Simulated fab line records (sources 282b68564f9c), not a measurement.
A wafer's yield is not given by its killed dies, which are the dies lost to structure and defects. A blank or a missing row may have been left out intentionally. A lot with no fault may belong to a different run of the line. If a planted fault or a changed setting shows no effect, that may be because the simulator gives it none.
fab line records ; flow rit_cmos
record lots=6; wafers=18; last_day=7
route steps=202 shown ACTIVE@1 M1@202
lots untouched by any fault: they come from a run of this same line in which no faults occurred
start_h: hours from the record's opening day to when the first of the lot's shown wafers began ; wait_h: time in hours since the lot's previous step ; " unchanged from the row above ; L1.1+2: a row that stands for several wafers ; - no value, or no start given ; * or withheld: withheld ; < > ~ a bound
route shown NAME@n: a module of which the file shows steps, and the number in the route of the first ; usual: average and standard deviation across the fault-free wafers ; same: alike in all rows ; chamber/n: place in a boat ; sites: per-site readings ; _std_site: the values' standard deviation ; _edge_site: mean of outer sites minus mean of inner sites ; radius_mm: for every site, how far away it sits from the centre of the wafer ; mask NAME#n: copy n ; behind: the last tool/chamber to shape the wafer ; hold: cause of the lot's hold/its duration in hours/its outcome ; device: names the non-switching transistor (n, p or np) ; end of line: the same wafers' tests at the end of the route ; a step with no rows: only its recipe ; killed: count of dies lost to structure and defects at first sort (not the wafer's yield) ; map: a wafer's dies, marking killed ones x, the rest . and places with no die _
set.NAME: setting as actually run; set.NAME@STEP: the setting as run at that earlier step ; model.NAME: the simulator's own value behind a step, which no gauge read
lots seen at some steps along the route; tables by step, rows by wafer
services: when a tool's chamber went out of use (start_h, in hours from the record's first day, below 0 if earlier), for how many hours, and the reason
## steps
# step RIT_ACTIVE_BOW_MEAS_00
# recipe mode=bow
# usual INCOMING_BOW=0/7
lot.wafer;tool;chamber;start_h;wait_h;INCOMING_BOW[um]
L770.1;film_metro-02;-;10.00;-;2
L770.2;film_metro-02;-;10.00;-;6
L770.5;film_metro-02;-;10.00;-;8
L775.4;film_metro-03;-;35.06;-;4
L775.5;film_metro-03;-;35.06;-;1
L775.6;film_metro-03;-;35.06;-;-16
L777.3;film_metro-02;-;45.04;-;5
L777.5;film_metro-02;-;45.04;-;3
L777.6;film_metro-02;-;45.04;-;-3
L785.1;film_metro-03;-;85.00;-;-2
L785.2;film_metro-03;-;85.00;-;-10
L785.4;film_metro-03;-;85.00;-;3
L786.1;film_metro-03;-;90.00;-;1
L786.4;film_metro-03;-;90.00;-;-1
L786.5;film_metro-03;-;90.00;-;-11
L792.1;film_metro-02;-;120.00;-;6
L792.3;film_metro-02;-;120.00;-;8
L792.4;film_metro-02;-;120.00;-;0
# step RIT_ACTIVE_OXIDATION_01
# recipe temp_c=1000; ambient=O2; target_thk_a=468; ox_time_s=3360
# step RIT_ACTIVE_THK_MEAS_02
# recipe reads=SiO2_of_ACTIVE_OXIDATION_01
# usual ACTIVE_OXIDE_THK=47.2/0.98
lot.wafer;tool;chamber;start_h;wait_h;ACTIVE_OXIDE_THK[nm]
L770.1;film_metro-03;-;12.05;0.0;45.5
L770.2;film_metro-03;-;12.05;0.0;46.2
L770.5;film_metro-03;-;12.05;0.0;47.5
L775.4;film_metro-03;-;37.08;0.0;47.9
L775.5;film_metro-03;-;37.08;0.0;47.1
L775.6;film_metro-03;-;37.08;0.0;47.4
L777.3;film_metro-03;-;47.07;0.0;48.3
L777.5;film_metro-03;-;47.07;0.0;48.1
L777.6;film_metro-03;-;47.07;0.0;48.7
L785.1;film_metro-01;-;87.05;0.0;48.8
L785.2;film_metro-01;-;87.05;0.0;47.9
L785.4;film_metro-01;-;87.05;0.0;47.8
L786.1;film_metro-01;-;92.80;0.0;48.0
L786.4;film_metro-01;-;92.80;0.0;47.5
L786.5;film_metro-01;-;92.80;0.0;48.0
L792.1;film_metro-02;-;122.10;0.0;47.4
L792.3;film_metro-02;-;122.10;0.0;46.7
L792.4;film_metro-02;-;122.10;0.0;46.0
# step RIT_ACTIVE_CVD_03
# recipe material=Si3N4; target_thk_nm=150; temp_c=810; precursor=SiH2Cl2/NH3; time_s=1500; pressure_mtorr=300; sih2cl2_flow_sccm=60; nh3_flow_sccm=150
# step RIT_ACTIVE_THK_MEAS_04
# recipe reads=Si3N4_of_ACTIVE_CVD_03
# usual ACTIVE_NITRIDE_THK=149.4/1.4
lot.wafer;tool;chamber;start_h;wait_h;ACTIVE_NITRIDE_THK[nm]
L770.1;film_metro-01;-;13.53;0.0;151.3
L770.2;film_metro-01;-;13.53;0.0;152.2
L770.5;film_metro-01;-;13.53;0.0;152.8
L775.4;film_metro-01;-;38.56;0.0;149.5
L775.5;film_metro-01;-;38.56;0.0;149.9
L775.6;film_metro-01;-;38.56;0.0;149.6
L777.3;film_metro-01;-;48.55;0.0;147.2
L777.5;film_metro-01;-;48.55;0.0;147.7
L777.6;film_metro-01;-;48.55;0.0;148.4
L785.1;film_metro-01;-;88.53;0.0;149.4
L785.2;film_metro-01;-;88.53;0.0;149.2
L785.4;film_metro-01;-;88.53;0.0;150.3
L786.1;film_metro-03;-;94.28;0.0;150.8
L786.4;film_metro-03;-;94.28;0.0;150.9
L786.5;film_metro-03;-;94.28;0.0;149.2
L792.1;film_metro-02;-;123.57;0.0;150.4
L792.3;film_metro-02;-;123.57;0.0;149.7
L792.4;film_metro-02;-;123.57;0.0;148.1
# step RIT_ACTIVE_HMDS_05
# recipe prime_time_s=60; prime_temp_c=140
# step RIT_ACTIVE_COAT_06
# recipe resist=NOVOLAK; spin_rpm=3173; resist_thk_nm=1000
# step RIT_ACTIVE_SOFTBAKE_07
# recipe resist=NOVOLAK; temp_c=90; time_s=60
# step RIT_ACTIVE_EXPOSE_08
# recipe mask_id=M1; na=0.6; source_shape=conventional; sigma_outer=0.6; target_cd_nm=1400; dose_mj=225
# usual exposure_dose_mJ_cm2=224.93/0.25
lot.wafer;tool;chamber;start_h;wait_h;mask;exposure_dose_mJ_cm2
L770.1;iline_stepper-01;0;14.04;0.1;M1#0;225.24
L770.2;iline_stepper-01;0;14.04;0.1;M1#0;224.79
L770.5;iline_stepper-01;0;14.04;0.1;M1#0;225.14
L775.4;iline_stepper-01;0;39.22;0.2;M1#0;228.19
L775.5;iline_stepper-01;0;39.22;0.2;M1#0;228.12
L775.6;iline_stepper-01;0;39.22;0.2;M1#0;228.18
L777.3;iline_stepper-01;0;49.20;0.2;M1#0;227.62
L777.5;iline_stepper-01;0;49.20;0.2;M1#0;227.53
L777.6;iline_stepper-01;0;49.20;0.2;M1#0;227.46
L785.1;iline_stepper-02;0;89.04;0.1;M1#0;224.91
L785.2;iline_stepper-02;0;89.04;0.1;M1#0;224.99
L785.4;iline_stepper-02;0;89.04;0.1;M1#0;225.25
L786.1;iline_stepper-02;0;94.79;0.1;M1#0;225.26
L786.4;iline_stepper-02;0;94.79;0.1;M1#0;225.14
L786.5;iline_stepper-02;0;94.79;0.1;M1#0;225.07
L792.1;iline_stepper-02;0;124.08;0.1;M1#0;224.89
L792.3;iline_stepper-02;0;124.08;0.1;M1#0;225.14
L792.4;iline_stepper-02;0;124.08;0.1;M1#0;224.88
# step RIT_ACTIVE_PEB_09
# recipe resist=NOVOLAK; temp_c=withheld; time_s=withheld
# step RIT_M1_PROBE_99
# usual killed_at_contacts=0.1/0.36; killed_at_front_end=7.2/2.9; killed_dies=7.4/2.9; killed_open=3.8/2; killed_short=3.5/2
# same gross_dies=264; killed_at_M0_to_M3=0; killed_at_M4_up=0; killed_at_back_side=0; killed_at_other=0
lot.wafer;tool;chamber;start_h;wait_h;killed_at_contacts;killed_at_front_end;killed_dies;killed_open;killed_short
L770.1;prober-02;-;59.97;0.1;0;13;13;4;9
L770.2;prober-02;-;60.02;0.1;0;11;11;7;4
L770.5;prober-02;-;60.17;0.2;1;9;10;5;5
L775.4;prober-01;-;84.35;0.2;0;9;9;5;4
L775.5;prober-01;-;84.40;0.2;0;11;11;7;4
L775.6;prober-01;-;84.45;0.2;0;8;8;5;3
L777.3;prober-01;-;94.23;0.2;1;7;8;3;5
L777.5;prober-01;-;94.33;0.2;0;7;7;7;0
L777.6;prober-01;-;94.38;0.2;0;5;5;3;2
L785.1;prober-02;-;133.25;0.1;0;5;5;1;4
L785.2;prober-02;-;133.30;0.1;1;6;7;2;5
L785.4;prober-02;-;133.40;0.2;1;12;13;6;7
L786.1;prober-01;-;138.51;0.1;0;4;4;3;1
L786.4;prober-01;-;138.66;0.2;0;1;1;1;0
L786.5;prober-01;-;138.71;0.2;0;6;6;4;2
L792.1;prober-01;-;166.26;0.1;1;5;6;4;2
L792.3;prober-01;-;166.36;0.2;0;7;7;1;6
L792.4;prober-01;-;166.41;0.2;0;7;7;4;3
# killed by level:class
L770.1 GATE:geometric_particle:short=6 SPACER:geometric_particle:open=3 FOX1:geometric_particle:open=1 FOX2:geometric_particle:short=1 REOX:geometric_particle:short=1 SPACER:geometric_particle:short=1
L770.2 GATE:geometric_particle:open=6 GATE:geometric_particle:short=2 FOX1:geometric_particle:short=1 SPACER:geometric_particle:short=1 SPACER:geometric_particle:open=1
L770.5 GATE:geometric_particle:open=5 SPACER:geometric_particle:short=2 FOX2:geometric_particle:short=1 GATE:geometric_particle:short=1 CONTACT:geometric_particle:short=1
L775.4 GATE:geometric_particle:open=2 FOX1:geometric_particle:short=1 FOX2:geometric_particle:open=1 FOX2:geometric_particle:short=1 GATE:geometric_particle:short=1 SPACER:geometric_particle:open=1 SILICIDE:geometric_particle:open=1 SILICIDE:geometric_particle:short=1
L775.5 FOX1:geometric_particle:open=3 GATE:geometric_particle:open=2 GATE:geometric_particle:short=2 FOX1:geometric_particle:short=1 FOX2:geometric_particle:open=1 FOX2:geometric_particle:short=1 SILICIDE:geometric_particle:open=1
L775.6 FOX2:geometric_particle:open=2 FOX1:geometric_particle:short=1 GATE:geometric_particle:open=1 SPACER:geometric_particle:open=1 SPACER:geometric_particle:short=1 SILICIDE:geometric_particle:short=1 SILICIDE:geometric_particle:open=1
L777.3 SPACER:geometric_particle:short=2 ACTIVE:geometric_particle:short=1 GATE:geometric_particle:short=1 REOX:geometric_particle:open=1 REOX:geometric_particle:short=1 SPACER:geometric_particle:open=1 CONTACT:geometric_particle:open=1
L777.5 GATE:geometric_particle:open=4 REOX:geometric_particle:open=2 FOX1:geometric_particle:open=1
L777.6 GATE:geometric_particle:short=2 SPACER:geometric_particle:open=2 GATE:geometric_particle:open=1
L785.1 FOX2:geometric_particle:short=2 GATE:geometric_particle:open=1 GATE:geometric_particle:short=1 SPACER:geometric_particle:short=1
L785.2 FOX1:geometric_particle:short=2 FOX1:geometric_particle:open=1 FOX2:geometric_particle:short=1 REOX:geometric_particle:open=1 SPACER:geometric_particle:short=1 CONTACT:geometric_particle:short=1
L785.4 GATE:geometric_particle:short=3 GATE:geometric_particle:open=2 SPACER:geometric_particle:open=2 FOX1:geometric_particle:short=1 REOX:geometric_particle:open=1 SPACER:geometric_particle:short=1 SILICIDE:geometric_particle:short=1 SILICIDE:geometric_particle:open=1
L786.1 GATE:geometric_particle:open=1 REOX:geometric_particle:short=1 REOX:geometric_particle:open=1 SILICIDE:geometric_particle:open=1
L786.4 SILICIDE:geometric_particle:open=1
L786.5 FOX2:geometric_particle:open=1 FOX2:geometric_particle:short=1 GATE:geometric_particle:open=1 REOX:geometric_particle:short=1 REOX:geometric_particle:open=1 SPACER:geometric_particle:open=1
L792.1 GATE:geometric_particle:open=2 FOX1:geometric_particle:short=1 GATE:geometric_particle:short=1 SILICIDE:geometric_particle:open=1 CONTACT:geometric_particle:open=1
L792.3 GATE:geometric_particle:short=3 FOX1:geometric_particle:short=1 FOX2:geometric_particle:short=1 FOX2:geometric_particle:open=1 SILICIDE:geometric_particle:short=1
L792.4 GATE:geometric_particle:open=2 FOX1:geometric_particle:short=1 FOX2:geometric_particle:open=1 GATE:geometric_particle:short=1 SILICIDE:geometric_particle:open=1 SILICIDE:geometric_particle:short=1
## services
tool;chamber;start_h;hours;kind
iline_stepper-02;-;38.81;1.7;pm
iline_stepper-01;-;70.38;1.7;pm
## key
first_sign step=RIT_ACTIVE_EXPOSE_08; reading=exposure_dose_mJ_cm2; direction=up; sigmas=12; usual=224.93; struck=227.85
effect none on later readings
met_at RIT_ACTIVE_EXPOSE_08
struck_wafers L775.4,L775.5,L775.6,L777.3,L777.5,L777.6
tester_left_out L775,L777
loop_trim step=RIT_ACTIVE_EXPOSE_08; setting=dose; lots=L777
onset_between 14.04 39.22
fault kind=process_parameter_drift; tool=iline_stepper-01; chamber=-; onset_h=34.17; steps=RIT_ACTIVE_EXPOSE_08; channel=dose_mj; offset=3.2219; shape=step; acts_in=these_recipes_only; stated=225
# tester_left_out: of these lots the tester's yield and bins aren't shown, on N5 and GAA mostly nor the transistor test; their killed dies are dies lost to structure and defects alone, not to doping, threshold or leakage, so they don't give the yield
# loop_trim: a control loop set the setting to another value than it would have without faults
